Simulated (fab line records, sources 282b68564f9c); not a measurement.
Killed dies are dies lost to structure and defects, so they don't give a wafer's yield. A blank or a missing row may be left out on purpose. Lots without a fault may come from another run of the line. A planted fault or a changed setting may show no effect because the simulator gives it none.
One fault seen from 2 desks | flow rit_cmos | each desk has only its own numbers; what lay behind them comes last

THE METROLOGY DESK
What the gauges read, lot by lot, whatever tool the lot ran on: means of the sampled wafers that have a number. A lot is out of limits, marked OUT, if its mean lies more than 4 standard deviations from the usual mean; the brackets give that distance.
Columns: A = CONTACT_TEOS_THK at RIT_CONTACT_THK_MEAS_01, usual 381 nm; B = cd_nm at RIT_CONTACT_CD_MEAS_08, usual 1000.3 nm; C = M1_AL_RS at RIT_M1_RS_MEAS_01, usual 0.0772 ohm/sq
lot  | first seen here | A   | B      | C
L670 | day 3 18:07     | 386 | 1001.4 | 0.0768
L669 | day 3 18:50     | 379 | 1003.4 | 0.0768
L672 | day 4 12:32     | 388 | 1000.5 | 0.0770
L673 | day 4 15:20     | 381 | 1003.2 | 0.0779
L674 | day 4 15:34     | 380 | 1001.7 | 0.0772
L675 | day 5 07:08     | 383 | 999.0  | 0.0778
L676 | day 5 09:57     | 382 | 1001.3 | 0.0784
L678 | day 5 15:42     | 386 | 1001.9 | 0.0775
L679 | day 5 23:40     | 377 | 1001.6 | 0.0771
L684 | day 7 00:12     | 386 | 997.1  | 0.0770
L689 | day 8 05:47     | 388 | 997.5  | 0.0766
L691 | day 8 22:32     | 374 | 999.8  | 0.0776
This desk's finding: nothing out of limits on any of the 12 lots.

THE TOOL OWNER'S DESK: rie_diel-01
The tool's own readings at RIT_SPACER_ETCHBACK_05 (etches Si3N4 in SF6/CHF3, stops on SiO2, target depth 250 nm, time 240 s): means of the sampled wafers that have a number, for each lot that ran on this tool. A lot is out of limits, marked OUT, if its mean lies more than 4 standard deviations from the usual mean; the brackets give that distance.
Columns: A = drypump_motor_current_A at RIT_SPACER_ETCHBACK_05, usual 5.6 A; B = oes_product_au at RIT_SPACER_ETCHBACK_05, usual 0.842 a.u.; C = run_length_s at RIT_SPACER_ETCHBACK_05, usual 268.3 s; D = throttle_valve_pct at RIT_SPACER_ETCHBACK_05, usual 10.27 %
lot  | first seen here | A   | B               | C                       | D
L674 | day 4 10:35     | 5.7 | 0.844           | 268.1                   | 10.25
L675 | day 5 02:25     | 5.8 | 0.862           | 268.2                   | 10.27
L684 | day 6 19:10     | 5.9 | 0.853           | 268.0                   | 10.28
L685 | day 7 07:01     | 5.7 | 1.003 (+12) OUT | 172.1 (-99 or more) OUT | 10.24
L687 | day 7 14:40     | 6.1 | 1.006 (+13) OUT | 171.8 (-99 or more) OUT | 10.51
This desk's finding: out of limits on L685, L687; first on L685, day 7 07:01 (oes_product_au at RIT_SPACER_ETCHBACK_05). In limits: L674, L675, L684.

PUT TOGETHER
The tool owner's desk could have raised an alarm at day 7 07:01, on L685, L687.
The metrology desk saw nothing out of limits.
The metrology desk has no number on record for L685, L687.
Of the lots named, all ran RIT_SPACER_ETCHBACK_05 on rie_diel-01.

WHAT THE SIMULATOR HAD PUT IN
Process parameter drift: rie_diel-01, from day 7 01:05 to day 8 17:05, at RIT_SPACER_ETCHBACK_05. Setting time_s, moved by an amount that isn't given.
Lots struck among those shown: L685, L687.
Hours from the fault's start to each desk's first reading out of limits: the tool owner's desk, 6.
